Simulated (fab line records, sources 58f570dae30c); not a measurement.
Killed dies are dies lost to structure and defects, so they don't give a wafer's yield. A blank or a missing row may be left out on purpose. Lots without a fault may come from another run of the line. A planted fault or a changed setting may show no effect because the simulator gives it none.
Which tool did it? | flow berkeley_cmos170 | 14 lots, 42 wafers sampled, at 2 steps of a route of 331

WHAT THE GAUGES READ, wafer by wafer
UCB170_PWELL_TW_MEAS_17. Usual: PWELL_TW 376.2, standard deviation 1.7.
lot  | measured    | on            | PWELL_TW          | flag
L159 | day 2 21:14 | film_metro-03 | 374.9 375.2 377.5 |
L160 | day 3 08:51 | film_metro-03 | 373.8 375.8 374.3 |
L161 | day 3 09:08 | film_metro-04 | 377.5 378.7 379.2 |
L162 | day 3 18:49 | film_metro-02 | 378.3 375.4 378.3 |
L163 | day 4 03:00 | film_metro-03 | 375.4 375.5 377.4 |
L164 | day 4 07:12 | film_metro-04 | 377.8 378.5 378.3 |
L166 | day 4 14:31 | film_metro-04 | 377.6 378.0 378.1 |
L167 | day 5 00:40 | film_metro-04 | 374.9 376.8 376.4 |
L168 | day 5 03:49 | film_metro-04 | 376.7 375.0 374.9 |
L171 | day 5 08:08 | film_metro-03 | 312.9 314.3 314.8 | OFF
L173 | day 5 22:01 | film_metro-02 | 379.8 381.1 378.1 |
L174 | day 6 04:40 | film_metro-02 | 315.8 314.5 315.3 | OFF
L182 | day 7 15:58 | film_metro-04 | 374.8 374.2 376.5 |
L181 | day 7 16:12 | film_metro-03 | 375.4 375.9 376.2 |

WHICH TOOL RAN EACH LOT (tool, then ch and the chambers of the sampled wafers, then the start)
lot  | UCB170_PWELL_IMPLANT_15
L159 | implanter-02 ch 0, day 2 20:59
L160 | implanter-04 ch 0, day 3 08:35
L161 | implanter-02 ch 0, day 3 08:53
L162 | implanter-04 ch 0, day 3 18:34
L163 | implanter-02 ch 0, day 4 02:45
L164 | implanter-02 ch 0, day 4 06:57
L166 | implanter-01 ch 0, day 4 14:16
L167 | implanter-04 ch 0, day 5 00:25
L168 | implanter-02 ch 0, day 5 03:34
L171 | implanter-04 ch 0, day 5 07:53
L173 | implanter-02 ch 0, day 5 21:47
L174 | implanter-04 ch 0, day 6 04:25
L182 | implanter-02 ch 0, day 7 15:44
L181 | implanter-01 ch 0, day 7 15:59
- UCB170_PWELL_IMPLANT_15

WHAT THE TOOLS THEMSELVES READ (means of the sampled wafers that have a number; where no wafer has one, the mark that the record gives instead)
UCB170_PWELL_IMPLANT_15. Usual: dose_ions_cm2 5e+12, standard deviation 5.4e+09; faraday_current_uA 15.9, standard deviation 0.33.
lot  | tool         | dose_ions_cm2 | faraday_current_uA | flag
L159 | implanter-02 | 5e+12         | 15.8               |
L160 | implanter-04 | 5e+12         | 15.9               |
L161 | implanter-02 | 5e+12         | 16.0               |
L162 | implanter-04 | 5e+12         | 15.7               |
L163 | implanter-02 | 5e+12         | 15.6               |
L164 | implanter-02 | 5e+12         | 15.8               |
L166 | implanter-01 | 5e+12         | 15.7               |
L167 | implanter-04 | 5e+12         | 15.8               |
L168 | implanter-02 | 5e+12         | 15.6               |
L171 | implanter-04 | 3e+12         | 8.7                | OFF
L173 | implanter-02 | 5e+12         | 15.8               |
L174 | implanter-04 | 3e+12         | 8.7                | OFF
L182 | implanter-02 | 5e+12         | 15.9               |
L181 | implanter-01 | 5e+12         | 16.1               |

THE ANSWER, worked out from the rows above alone
Rule: a lot is off if the mean of its wafers that have a number lies more than 3 standard deviations from the usual mean. A lot without any number at a reading at which 4 lots or more have one is off too. The other lots that the step has rows for count as sound. The gauges are gone through in route order, then the tools' own readings, and for those a lot's mean is taken as printed above. The first step at which some lot is off is used, and at that step the reading that is off furthest; a lot without a number counts as furthest.
Off: L171, L174, at UCB170_PWELL_TW_MEAS_17 (PWELL_TW).
A tool fits if, at a process step before that reading, it ran every lot that is off, and no sound lot after the first of them. The gauges at UCB170_PWELL_TW_MEAS_17 aren't tried: what is off there is off at UCB170_PWELL_IMPLANT_15 too, on other tools, and a gauge's error can't cause that. One fits: implanter-04 at UCB170_PWELL_IMPLANT_15. Its last sound lot is L167 (day 5 00:25), its first lot that is off L171 (day 5 07:53): a fault that began between those two fits.
The tool's own readings at UCB170_PWELL_IMPLANT_15 bear it out: on the lots that are off they differ by more than 5 times the standard deviation of the sound lots' means. dose_ions_cm2 reads 3e+12 there against 5e+12 on the sound lots; faraday_current_uA reads 8.7 there against 15.8 on the sound lots.

WHAT THE SIMULATOR HAD PUT IN
Process parameter drift: implanter-04, from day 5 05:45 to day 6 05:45, at UCB170_PWELL_IMPLANT_15. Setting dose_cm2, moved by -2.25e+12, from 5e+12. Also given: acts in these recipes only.
Lots struck among those shown: L171, L174. The rule above found the same.
